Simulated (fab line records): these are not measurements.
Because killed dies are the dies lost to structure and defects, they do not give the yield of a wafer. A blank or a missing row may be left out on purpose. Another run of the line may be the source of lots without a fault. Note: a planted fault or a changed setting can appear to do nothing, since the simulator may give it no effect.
Lot-split experiment ; flow berkeley_cmos170 ; 5 lots, 23 wafers read, on a route of 331 steps

THE SPLIT ITSELF
At UCB170_M2_METAL_ETCH_18 (etches Al in Cl2/BCl3, stops on SiO2, target depth 1170 nm, time 195 s), the setting icp_w was moved away from the recipe's 600 W on 7 of the 23 wafers read, by -9.3% to +6.9%. This setting was run at the recipe's value on the other wafers.

Between the split and the reading, the file records no step.

THE READING
oes_product_au, in a.u., at UCB170_M2_STRIP_19 (strips in O2). Fault-free wafers of this fab line usually give 0.534 a.u., standard deviation 0.0094 a.u.

wafer;tool, chamber at the split;icp_w as run, W;against the recipe;oes_product_au, a.u.;against lot-mates on the recipe
L076.1;rie_metal-03, 1;600;recipe;0.527;-
L076.2;rie_metal-03, 0;580.9;-3.2%;0.563;+0.027
L076.3;rie_metal-03, 0;600;recipe;0.551;-
L076.4;rie_metal-03, 1;580.9;-3.2%;0.563;+0.027
L076.5;rie_metal-03, 1;600;recipe;0.531;-
L075.1;rie_metal-02, 0;641.2;+6.9%;0.481;-0.046
L075.2;rie_metal-02, 0;600;recipe;0.536;-
L075.3;rie_metal-02, 0;600;recipe;0.520;-
L075.5;rie_metal-02, 0;600;recipe;0.526;-
L075.6;rie_metal-02, 0;641.2;+6.9%;0.479;-0.048
L077.1;rie_metal-04, 1;600;recipe;0.534;-
L077.2;rie_metal-04, 0;600;recipe;0.551;-
L077.3;rie_metal-04, 0;600;recipe;0.539;-
L082.2;rie_metal-04, 1;600;recipe;0.519;-
L082.3;rie_metal-04, 0;544.3;-9.3%;0.605;+0.085
L082.4;rie_metal-04, 1;544.3;-9.3%;0.589;+0.069
L082.5;rie_metal-04, 1;600;recipe;0.520;-
L082.6;rie_metal-04, 0;544.3;-9.3%;0.599;+0.079
L083.1;rie_metal-02, 0;600;recipe;0.539;-
L083.2;rie_metal-02, 1;600;recipe;0.542;-
L083.3;rie_metal-02, 0;600;recipe;0.532;-
L083.4;rie_metal-02, 1;600;recipe;0.541;-
L083.6;rie_metal-02, 1;600;recipe;0.558;-

THE FIT
A straight line over all 23 wafers: oes_product_au changes by -0.0072 a.u. for each +1% of icp_w; r = -0.94; the points scatter about the line by 0.011 a.u.
The same after taking each lot's own level away (the mean of its wafers on the recipe; 23 wafers): -0.00796 a.u. for each +1%; r = -0.97; scatter 0.0077 a.u.
Per that fit: largest icp_w move, reading shift of 0.074 a.u.
The span of the lots' own levels, 0.5195 to 0.5424 a.u., comes to 2.4 times the standard deviation stated above.
The two slopes are in agreement: the lot-to-lot level therefore moves the slope only a little.
Check: with one of the wafers moved furthest among these (-9.3%) left out of the fit, the line predicts +0.0719 a.u. for it against its lot-mates. It came out at +0.0855 a.u. against them.

FURTHER SPLITS ON THESE WAFERS
Other splits were also applied to these wafers ahead of the reading. Each is held against what the fit with the lots' levels taken away leaves over:
other split on the same wafers;wafers away from the commonest value;r with oes_product_au (lot level and that fit taken away)
UCB170_BACKSIDE_COAT_01 resist_thk_nm;5;-0.36
UCB170_CONTACT_CVD_01 temp_c;15;+0.06
UCB170_CONTACT_ETCH_17 source_w;5;-0.03
UCB170_M1_METAL_ETCH_12 icp_w;7;-0.03

THE WHOLE CHAIN: every reading that the file lists as answering this split, in the file's order
step;what it does;reading;change (the file's fit);r (the file's)
UCB170_M2_METAL_ETCH_18;etches Al in Cl2/BCl3, stops on SiO2, target depth 1170 nm, time 195 s;KrF_of_M2_COAT_10.thk_nm (the simulator's own value, which no gauge read);-6.97 nm for each +1% of the setting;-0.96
UCB170_M2_STRIP_19;strips in O2;oes_product_au;-0.00791 a.u. for each +1% of the setting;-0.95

THE FILE'S OWN FIT
oes_product_au changes by -0.00791 a.u. for each +1% of icp_w, r = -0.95.
